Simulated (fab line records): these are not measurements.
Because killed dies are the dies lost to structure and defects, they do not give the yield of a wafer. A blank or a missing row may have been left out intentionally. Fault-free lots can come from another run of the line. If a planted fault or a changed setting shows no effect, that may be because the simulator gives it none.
Which tool was responsible? ; flow ritCmos ; 42 wafers from 14 lots sampled at 5 of the route's 202 steps

WHAT THE GAUGES READ, wafer by wafer
RIT_ACTIVE_THK_MEAS_04.
lot;measured;on;ACTIVE_NITRIDE_THK (nm)
L336;day 1 18:32;filmMetro-04;152.6 152.2 152.4
L338;day 2 04:56;filmMetro-02;150.2 149.9 150.3
L339;day 2 11:20;filmMetro-01;150.7 149.7 149.6
L340;day 2 14:50;filmMetro-02;149.8 151.5 150.5
L341;day 2 19:56;filmMetro-02;149.8 148.9 148.4
L344;day 3 11:35;filmMetro-04;150.5 150.9 150.9
L345;day 3 16:50;filmMetro-01;149.2 149.9 150.5
L350;day 4 16:40;filmMetro-01;286.9 286.2 286.9
L351;day 4 22:23;filmMetro-01;285.4 284.4 285.9
L352;day 5 02:40;filmMetro-04;150.9 149.8 150.0
L353;day 5 07:32;filmMetro-04;149.7 148.8 148.8
L354;day 5 12:34;filmMetro-02;149.1 150.2 149.5
L355;day 5 18:35;filmMetro-02;149.3 149.7 149.9
L358;day 6 10:01;filmMetro-02;149.8 150.8 149.4

RIT_FOX2_THK_MEAS_91.
lot;measured;on;FIELD_OXIDE_LEFT_2_THK (nm)
L336;day 2 15:13;filmMetro-03;268 269 269
L338;day 3 06:24;filmMetro-01;246 254 243
L339;day 3 08:34;filmMetro-03;243 249 245
L340;day 3 15:04;filmMetro-04;240 255 250
L341;day 3 18:12;filmMetro-04;258 261 256
L344;day 4 08:25;filmMetro-03;257 258 257
L345;day 4 12:27;filmMetro-01;258 251 258
L352;day 6 00:23;filmMetro-03;250 251 263
L353;day 6 04:54;filmMetro-01;254 264 257
L354;day 6 09:38;filmMetro-01;239 245 245
L355;day 6 14:31;filmMetro-03;251 258 254
L358;day 7 04:58;filmMetro-04;261 264 258

WHAT TOOL EACH LOT RAN ON (gives the tool, then ch and the chambers of the sampled wafers, and finally the start)
lot;RIT_ACTIVE_CVD_03;RIT_ACTIVE_ETCH_13;RIT_PWELL_STRIP_09
L336;lpcvd-01 ch 1, day 1 17:07;rieDiel-04 ch 0,1,2, day 1 19:50;plasmaAsher-02 ch 0,1, day 2 05:22
L338;lpcvd-01 ch 1, day 2 03:31;rieDiel-02 ch 1,2, day 2 06:14;plasmaAsher-03 ch 0,1, day 2 15:14
L339;lpcvd-02 ch 0, day 2 09:55;rieDiel-04 ch 0,1, day 2 12:52;plasmaAsher-02 ch 0,1, day 2 20:24
L340;lpcvd-02 ch 0, day 2 13:25;rieDiel-04 ch 0,3, day 2 16:01;plasmaAsher-04 ch 0,1, day 3 05:41
L341;lpcvd-01 ch 0, day 2 18:31;rieDiel-02 ch 0,2,3, day 2 21:07;plasmaAsher-04 ch 0,1, day 3 07:44
L344;lpcvd-02 ch 0, day 3 10:10;rieDiel-02 ch 0,1,3, day 3 12:53;plasmaAsher-02 ch 0,1, day 3 22:17
L345;lpcvd-01 ch 0, day 3 15:25;rieDiel-02 ch 1,2,3, day 3 18:01;plasmaAsher-02 ch 0,1, day 4 02:28
L350;lpcvd-01 ch 1, day 4 15:13;rieDiel-01 ch 0,1, day 4 18:02;-
L351;lpcvd-01 ch 1, day 4 20:58;rieDiel-01 ch 0,2,3, day 4 23:41;-
L352;lpcvd-01 ch 0, day 5 01:14;rieDiel-01 ch 1,2, day 5 04:13;plasmaAsher-02 ch 0,1, day 5 13:52
L353;lpcvd-02 ch 1, day 5 06:07;rieDiel-02 ch 0,1,2, day 5 08:43;plasmaAsher-02 ch 0,1, day 5 18:55
L354;lpcvd-01 ch 0, day 5 11:08;rieDiel-02 ch 0,3, day 5 13:51;plasmaAsher-04 ch 0,1, day 5 23:55
L355;lpcvd-02 ch 0, day 5 17:11;rieDiel-02 ch 1,2,3, day 5 19:47;plasmaAsher-03 ch 0,1, day 6 04:19
L358;lpcvd-02 ch 1, day 6 08:36;rieDiel-04 ch 0,1,3, day 6 11:19;plasmaAsher-03 ch 0,1, day 6 19:08
- RIT_ACTIVE_CVD_03: deposits Si3N4 from SiH2Cl2/NH3, target thk 150 nm, time 1500 s.
- RIT_ACTIVE_ETCH_13: etches Si3N4 in SF6, stops on SiO2, time 210 s, target depth 210 nm.
- RIT_PWELL_STRIP_09: strips in O2, time 180 s.

WHAT THE TOOLS THEMSELVES READ (means of the sampled wafers that have a number; where no wafer has one, the mark that the record gives instead)
RIT_ACTIVE_ETCH_13.
lot;tool;drypumpMotorCurrentA (A);oesProductAu (a.u.);throttleValvePct (%)
L336;rieDiel-04;5.3;0.826;7.47
L338;rieDiel-02;5.0;0.817;7.35
L339;rieDiel-04;5.1;0.809;7.43
L340;rieDiel-04;5.5;0.808;7.42
L341;rieDiel-02;5.9;0.821;7.48
L344;rieDiel-02;5.8;0.822;7.54
L345;rieDiel-02;5.5;0.817;7.43
L350;rieDiel-01;6.1;1.014;7.49
L351;rieDiel-01;5.9;1.000;7.41
L352;rieDiel-01;5.9;0.816;7.39
L353;rieDiel-02;5.5;0.829;7.40
L354;rieDiel-02;6.3;0.810;7.61
L355;rieDiel-02;5.5;0.812;7.43
L358;rieDiel-04;5.6;0.809;7.39

RIT_PWELL_STRIP_09.
lot;tool;drypumpMotorCurrentA (A)
L336;plasmaAsher-02;5.69
L338;plasmaAsher-03;5.29
L339;plasmaAsher-02;5.71
L340;plasmaAsher-04;5.71
L341;plasmaAsher-04;5.68
L344;plasmaAsher-02;5.69
L345;plasmaAsher-02;5.60
L352;plasmaAsher-02;5.57
L353;plasmaAsher-02;5.62
L354;plasmaAsher-04;5.62
L355;plasmaAsher-03;5.42
L358;plasmaAsher-03;5.41

THE ANSWER, worked out from the rows above alone
Rule: what is usual is taken from the lots themselves. The widest of any qualifying gaps counts: lots, ordered by their means at a reading, are off when they make up no more than a third of the lots, leave a main group of 4 or more, and stand apart from it by 3 or more times the standard deviation of that group's means. A main group is skipped when, at the precision printed for the reading in the tables above, its means are all equal. Also off: a lot with no number at a reading for which 4 or more lots have one. Any other lot the step has rows for is counted as sound. After the gauges, taken in route order, come the tools' own readings; for these a lot's mean is taken, as printed above. The first step at which some lot is off is used, and at that step the reading that is off furthest; a lot without a number counts as furthest.
Off: L350, L351, at RIT_ACTIVE_THK_MEAS_04 (ACTIVE_NITRIDE_THK). Main group: mean 150.1 nm, sd 0.85.
If a tool, at a process step before that reading, ran all the lots that are off and no sound lot after the first of them, it fits. Not tried: the gauges at RIT_ACTIVE_THK_MEAS_04; whatever is off there is also off at RIT_ACTIVE_ETCH_13, on other tools, and gauge error can't account for it. Not one of the candidates tried fits.

WHAT THE SIMULATOR HAD PUT IN
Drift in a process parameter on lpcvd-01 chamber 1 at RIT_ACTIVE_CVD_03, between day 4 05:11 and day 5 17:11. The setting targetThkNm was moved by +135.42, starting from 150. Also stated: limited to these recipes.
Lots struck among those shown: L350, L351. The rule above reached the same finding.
